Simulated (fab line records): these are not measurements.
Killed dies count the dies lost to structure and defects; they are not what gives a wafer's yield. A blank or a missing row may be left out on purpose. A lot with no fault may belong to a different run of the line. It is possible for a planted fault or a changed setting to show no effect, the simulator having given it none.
Matching of chambers -- flow berkeley_cmos170 -- UCB170_GATE_ETCH_15 on rie_si-02 has 4 sister chambers
The step etches poly-Si in HBr/Cl2, stops on SiO2, time 56.3 s, target depth 278.2 nm. 8 wafers are shown with their chamber, then 7 later ones without.

WAFERS PAIRED WITH THEIR CHAMBERS
wafer,chamber,throttle_valve_pct (%),he_backside_leak_sccm (sccm)
L171.3,3,26.27,2.5
L174.2,2,26.55,2.9
L174.3,0,26.47,3.2
L177.1,3,26.27,2.7
L177.5,1,26.63,2.3
L177.6,0,26.47,3.3
L175.2,1,26.61,2.2
L175.4,2,26.53,2.8

WAFERS WITH NO CHAMBER GIVEN
wafer,throttle_valve_pct (%),he_backside_leak_sccm (sccm)
L175.5,26.61,2.3
L180.1,26.25,2.4
L180.4,26.54,2.8
L180.5,26.54,2.8
L181.1,26.46,3.1
L181.2,26.54,2.8
L181.5,26.26,2.6

WHICH CHAMBER EACH WENT THROUGH
wafer,from the rows above,in truth
L175.5,1,1
L180.1,3,3
L180.4,2,2
L180.5,2,2
L181.1,0,0
L181.2,2,2
L181.5,3,3
Correct placement for 7 of the 7. Not placeable from these rows: 0. Number placed wrongly: 0.
How it was worked out, from the rows above alone: a wafer's distance from a chamber is the root of the sum, over the readings, of the square of ((its reading less the chamber's mean) divided by the reading's scatter). If the next closest chamber is less than 2 further off than the closest, the wafer can't be placed; otherwise it belongs to the closest. For every chamber, the mean is computed from those of its wafers that are shown. The scatter: the root of (the sum of the squares of (reading less its chamber's mean) over the shown wafers, divided by (wafers less chambers)).
